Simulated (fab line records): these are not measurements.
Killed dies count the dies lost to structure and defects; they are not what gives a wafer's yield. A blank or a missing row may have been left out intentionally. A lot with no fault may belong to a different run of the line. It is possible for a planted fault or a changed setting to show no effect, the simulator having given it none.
Which tool was responsible? -- flow rit_cmos -- 33 wafers sampled from 11 lots at 1 step of a route of 202

== WHAT THE GAUGES READ, wafer by wafer ==
RIT_ACTIVE_THK_MEAS_04.
lot,measured,on,ACTIVE_NITRIDE_THK (nm)
L607,day 1 15:41,film_metro-02,150.5 151.1 150.4
L608,day 1 20:10,film_metro-01,151.4 150.7 150.4
L609,day 2 00:28,film_metro-01,149.9 150.2 148.8
L610,day 2 05:34,film_metro-01,150.0 149.9 149.9
L611,day 2 11:40,film_metro-02,150.2 149.7 151.2
L612,day 2 14:32,film_metro-02,150.6 150.7 150.8
L613,day 2 21:27,film_metro-02,150.6 151.6 152.4
L614,day 3 01:20,film_metro-04,151.0 153.2 151.3
L615,day 3 08:13,film_metro-01,149.6 147.9 150.4
L616,day 3 13:47,film_metro-01,149.7 149.7 148.6
L618,day 4 00:07,film_metro-02,149.0 149.9 150.2

== WHICH TOOL RAN EACH LOT (tool, then ch and the chambers of the sampled wafers, then the start) ==
The record shows no process step preceding these readings.

== THE ANSWER, worked out from the rows above alone ==
Rule: the lots themselves supply what counts as usual. The widest of any qualifying gaps counts: lots, ordered by their means at a reading, are off when they make up no more than a third of the lots, leave a main group of 4 or more, and stand apart from it by 3 or more times the standard deviation of that group's means. If all means in a main group match to the digits the tables above print for the reading, that group is not used. A lot without any number at a reading at which 4 lots or more have one is off too. Where the step has rows for the other lots, those lots are counted as sound.
Across all readings shown, no lot is off: no conclusion can be drawn from this.

== WHAT THE SIMULATOR PUT IN ==
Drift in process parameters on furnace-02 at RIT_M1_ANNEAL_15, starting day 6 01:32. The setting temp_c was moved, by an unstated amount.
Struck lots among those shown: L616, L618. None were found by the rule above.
